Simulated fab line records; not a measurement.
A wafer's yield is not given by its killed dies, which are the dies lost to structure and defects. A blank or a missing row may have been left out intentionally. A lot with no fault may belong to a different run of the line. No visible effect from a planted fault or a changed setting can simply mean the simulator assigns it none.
fab line records | flow berkeleyCmos170
record: lots: 7 | wafers: 21 | lastDay: 11
route steps=331 shown NVT@106 PVT@115
lots that met no fault: taken from a fault-free run of the same line
startH: hours from the record's opening day to when the first of the lot's shown wafers began | waitH: hours elapsed since this lot's preceding step | " the same as in the row above | L1.1+2: one row covering several wafers at once | - no value, or no start given | * or withheld: withheld | < > ~ a bound
route shown NAME@n: names a module that has steps shown in the file, with the first one's number in the route | usual: mean/standard deviation taken from wafers without a fault | same: alike in all rows | chamber/n: place in a boat | sites: each site's reading | _std_site: how widely they spread, as a standard deviation | _edge_site: the outer-site mean with the inner-site mean subtracted | radiusMm: how far each site lies from the wafer's centre | mask NAME#n: copy n | behind: the last tool/chamber to shape the wafer | hold: the reason the lot was held/the length of the hold in hours/how it ended | device: the n, p or np transistor that did not switch | end of line: tests of these same wafers at the route's end | where a step has no rows: the recipe by itself | killed: dies that structure and defects cost at the first sort, which is not the same as the wafer's yield | map: per-die view of a wafer (x killed, . not killed, _ where there is no die)
set.NAME: the setting as run; set.NAME@STEP: as run at that earlier step | model.NAME: the simulator's own value behind a step, which no gauge read
certain route steps with their lots: each step a table, each wafer a row
services: the hour from which a tool's chamber was out of use, counted from the record's first day as startH (under 0 if before that day), plus the number of hours and why
== steps ==
step: UCB170_NVT_SOFTBAKE_02
recipe: resist: KrF | tempC: 130 | timeS: 60
step: UCB170_NVT_EXPOSE_03
recipe: maskId: PWELL | targetCdNm: 3000 | na: 0.5 | sigmaOuter: 0.6 | sourceShape: conventional | doseMj: 30
step: UCB170_NVT_PEB_04
recipe: pebTempC: 130 | pebTimeS: withheld | resist: KrF
step: UCB170_NVT_DEVELOP_05
recipe: developer: TMAH | developTimeS: 45 | resist: KrF | devTempC: 21
step: UCB170_NVT_OVL_MEAS_06
usual: NVT_OVL: 6/5.2
lot.wafer | tool       | chamber | startH | waitH | NVT_OVL[nm]
L769.1    | overlay-02 | -       | 106.18 | -     | 5
L769.2    | "          | -       | "      | "     | 4
L769.5    | "          | -       | "      | "     | 9
L773.4    | overlay-02 | -       | 138.29 | -     | 5
L773.5    | "          | -       | "      | "     | 6
L773.6    | "          | -       | "      | "     | 3
L782.1    | overlay-01 | -       | 170.09 | -     | 14
L782.2    | "          | -       | "      | "     | 16
L782.4    | "          | -       | "      | "     | 12
L785.1    | overlay-02 | -       | 182.42 | -     | -2
L785.4    | "          | -       | "      | "     | -1
L785.6    | "          | -       | "      | "     | -6
L786.3    | overlay-02 | -       | 182.71 | -     | 6
L786.5    | "          | -       | "      | "     | 4
L786.6    | "          | -       | "      | "     | 7
L788.1    | overlay-01 | -       | 192.29 | -     | 7
L788.2    | "          | -       | "      | "     | 6
L788.3    | "          | -       | "      | "     | 14
L791.1    | overlay-02 | -       | 214.38 | -     | -5
L791.3    | "          | -       | "      | "     | -4
L791.6    | "          | -       | "      | "     | -7
step: UCB170_NVT_IMPLANT_07
recipe: species: BF2 | doseCm2: 3e+12 | energyKev: 50 | tiltDeg: 7
step: UCB170_NVT_STRIP_08
recipe: chemistry: O2 | powerW: 400 | pressureMtorr: 3500 | platenTempC: withheld | o2FlowSccm: 400 | overashFraction: 0.5
usual: drypumpMotorCurrentA: 5.9/0.62 | o2FlowSccm: 400.2/1.2 | oesProductAu: 0.734/0.0046 | stripTimeToEndpointS: 21.66/0.065
same: overashFraction: 0.5
lot.wafer | tool           | chamber | startH | waitH | drypumpMotorCurrentA | o2FlowSccm | oesProductAu | rfHoursCounterH | stripTimeToEndpointS
L769.1    | plasmaAsher-03 | 1       | 106.36 | 0.1   | 6.2                  | 401.8      | 0.731        | 38              | 21.74
L769.2    | "              | 0       | "      | "     | 6.2                  | 400.7      | 0.730        | 38              | 21.68
L769.5    | "              | 0       | "      | "     | 6.2                  | 401.6      | 0.739        | -               | 21.75
L773.4    | plasmaAsher-02 | 1       | 138.49 | 0.1   | 5.5                  | 398.5      | 0.729        | -               | 21.62
L773.5    | "              | 0       | "      | "     | 5.7                  | 400.5      | 0.739        | -               | 21.65
L773.6    | "              | 1       | "      | "     | 5.5                  | 400.3      | 0.737        | -               | 21.58
L782.1    | plasmaAsher-02 | 0       | 170.27 | 0.1   | 5.7                  | 403.1      | 0.731        | 47              | 21.73
L782.2    | "              | 1       | "      | "     | 5.5                  | 399.6      | 0.733        | 47              | 21.70
L782.4    | "              | 1       | "      | "     | 5.5                  | 399.3      | 0.737        | -               | 21.64
L785.1    | plasmaAsher-02 | 0       | 182.61 | 0.1   | 5.7                  | 400.2      | 0.743        | 48              | 21.67
L785.4    | "              | 1       | "      | "     | 5.5                  | 399.3      | 0.745        | -               | 21.74
L785.6    | "              | 1       | "      | "     | 5.5                  | 401.3      | 0.736        | -               | 21.74
L786.3    | plasmaAsher-03 | 0       | 182.92 | 0.1   | 6.2                  | 399.9      | 0.738        | -               | 21.60
L786.5    | "              | 1       | "      | "     | 6.2                  | 399.9      | 0.723        | -               | 21.61
L786.6    | "              | 0       | "      | "     | 6.2                  | 400.4      | 0.730        | -               | 21.58
L788.1    | plasmaAsher-04 | 0       | 192.47 | 0.1   | 4.9                  | 401.3      | 0.742        | 10              | 21.64
L788.2    | "              | 1       | "      | "     | 6.6                  | 401.1      | 0.731        | 10              | 21.74
L788.3    | "              | 0       | "      | "     | 4.9                  | 401.0      | 0.736        | -               | 21.66
L791.1    | plasmaAsher-04 | 0       | 214.57 | 0.1   | 4.9                  | 400.2      | 0.736        | 12              | 21.50
L791.3    | "              | 0       | "      | "     | 4.9                  | 401.4      | 0.731        | -               | 21.60
L791.6    | "              | 1       | "      | "     | 6.7                  | 402.0      | 0.735        | -               | 21.52
step: UCB170_NVT_TW_MEAS_09
usual: NVT_TW: 527/5.9
lot.wafer | tool         | chamber | startH | waitH | NVT_TW
L769.1    | filmMetro-04 | -       | 106.48 | 0.1   | 524
L769.2    | "            | -       | "      | "     | 522
L769.5    | "            | -       | "      | "     | 523
L773.4    | filmMetro-04 | -       | 138.58 | 0.1   | 521
L773.5    | "            | -       | "      | "     | 521
L773.6    | "            | -       | "      | "     | 521
L782.1    | filmMetro-01 | -       | 170.37 | 0.1   | 528
L782.2    | "            | -       | "      | "     | 526
L782.4    | "            | -       | "      | "     | 529
L785.1    | filmMetro-04 | -       | 182.71 | 0.1   | 521
L785.4    | "            | -       | "      | "     | 521
L785.6    | "            | -       | "      | "     | 521
L786.3    | filmMetro-03 | -       | 183.01 | 0.1   | 537
L786.5    | "            | -       | "      | "     | 534
L786.6    | "            | -       | "      | "     | 538
L788.1    | filmMetro-04 | -       | 192.57 | 0.1   | 522
L788.2    | "            | -       | "      | "     | 524
L788.3    | "            | -       | "      | "     | 521
L791.1    | filmMetro-01 | -       | 214.67 | 0.1   | 529
L791.3    | "            | -       | "      | "     | 529
L791.6    | "            | -       | "      | "     | 530
step: UCB170_NVT_CLEAN_10
recipe: chemistry: SPM | tempC: 120 | timeS: 600
step: UCB170_PVT_HMDS_00
recipe: primeTimeS: 60 | primeTempC: 100
step: UCB170_PVT_COAT_01
recipe: resist: KrF | spinRpm: 1500 | resistThkNm: 900
step: UCB170_PVT_SOFTBAKE_02
recipe: resist: KrF | tempC: 130 | timeS: 60
step: UCB170_PVT_EXPOSE_03
recipe: maskId: NWELL | targetCdNm: 3000 | na: 0.5 | sigmaOuter: 0.6 | sourceShape: conventional | doseMj: 30
usual: exposureDoseMJCm2: 29.996/0.03 | focusOffsetNm: 0.0/0.49 | reticleTempC: 23.00/0.1
lot.wafer | tool          | chamber | startH | waitH | mask    | exposureDoseMJCm2 | focusOffsetNm | reticleTempC
L769.1    | krfScanner-02 | 0       | 107.73 | -     | NWELL#0 | 29.999            | -0.2          | 22.91
L769.2    | "             | 0       | "      | "     | NWELL#0 | 30.024            | -0.4          | 23.00
L769.5    | "             | 0       | "      | "     | NWELL#0 | 30.005            | 0.0           | 23.03
L773.4    | krfScanner-02 | 0       | 139.85 | 0.1   | NWELL#0 | 30.056            | 0.5           | 23.06
L773.5    | "             | 0       | "      | "     | NWELL#0 | 30.067            | 0.2           | 23.11
L773.6    | "             | 0       | "      | "     | NWELL#0 | 30.013            | 0.4           | 23.26
L782.1    | krfScanner-01 | -       | 171.42 | 0.4   | NWELL#0 | -                 | -             | -
L782.2    | "             | -       | "      | "     | NWELL#0 | -                 | -             | -
L782.4    | "             | -       | "      | "     | NWELL#0 | -                 | -             | -
L785.1    | krfScanner-01 | -       | 184.10 | -     | NWELL#0 | -                 | -             | -
L785.4    | "             | -       | "      | "     | NWELL#0 | -                 | -             | -
L785.6    | "             | -       | "      | "     | NWELL#0 | -                 | -             | -
L786.3    | krfScanner-02 | -       | 184.45 | -     | NWELL#0 | -                 | -             | -
L786.5    | "             | -       | "      | "     | NWELL#0 | -                 | -             | -
L786.6    | "             | -       | "      | "     | NWELL#0 | -                 | -             | -
L788.1    | krfScanner-02 | 0       | 194.27 | 0.1   | NWELL#0 | 30.001            | -0.7          | 23.05
L788.2    | "             | 0       | "      | "     | NWELL#0 | 30.049            | -0.8          | 22.89
L788.3    | "             | 0       | "      | "     | NWELL#0 | 30.027            | -0.2          | 22.75
L791.1    | krfScanner-01 | 0       | 215.37 | 0.1   | NWELL#0 | 30.005            | 0.3           | 23.03
L791.3    | "             | 0       | "      | "     | NWELL#0 | 29.986            | -0.2          | 23.05
L791.6    | "             | 0       | "      | "     | NWELL#0 | 30.009            | 0.6           | 22.97
step: UCB170_PVT_PEB_04
recipe: pebTempC: 130 | pebTimeS: withheld | resist: KrF
== services ==
tool           | chamber | startH | hours | kind
krfScanner-01  | -       | 88.93  | 0.8   | pm
plasmaAsher-04 | -       | 108.75 | 9.0   | pm
plasmaAsher-04 | 0       | 108.75 | 9.0   | ventCycle
plasmaAsher-04 | 1       | 108.75 | 9.0   | ventCycle
krfScanner-02  | -       | 114.45 | 4.4   | pm
plasmaAsher-04 | 0       | 117.75 | -     | clean
plasmaAsher-04 | 1       | 117.75 | -     | clean
krfScanner-01  | -       | 129.60 | 1.6   | repair
krfScanner-02  | -       | 141.81 | 0.8   | pm
krfScanner-02  | -       | 169.03 | 3.6   | pm
krfScanner-02  | -       | 173.44 | 0.6   | repair
krfScanner-01  | -       | 177.07 | 1.0   | pm
krfScanner-02  | -       | 194.81 | 1.3   | pm
== key ==
firstSign: step: UCB170_PVT_EXPOSE_03 | reading: toolRecord | direction: missing
effect none on later readings
metAt UCB170_PVT_EXPOSE_03
struckWafers L782.1,L782.2,L782.4,L785.1,L785.4,L785.6,L786.3,L786.5,L786.6
sortLeftOut L782.1,L782.2,L782.4,L785.1,L785.4,L785.6,L786.3,L786.5,L786.6
testerLeftOut L782,L785,L786
onsetBetween 139.85 171.42
fault: kind: skippedStepWhole | tool: krfScanner-01,krfScanner-02 | chamber: - | onsetH: 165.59 | steps: UCB170_PVT_EXPOSE_03 | scope: struckLotsOnly
testerLeftOut: of these lots the tester's yield and bins aren't shown, on N5 and GAA mostly nor the transistor test; their killed dies are dies lost to structure and defects alone, not to doping, threshold or leakage, so they don't give the yield
sortLeftOut: the simulated sort isn't trusted on such a fault, so these wafers' sort isn't shown, and their yield isn't known
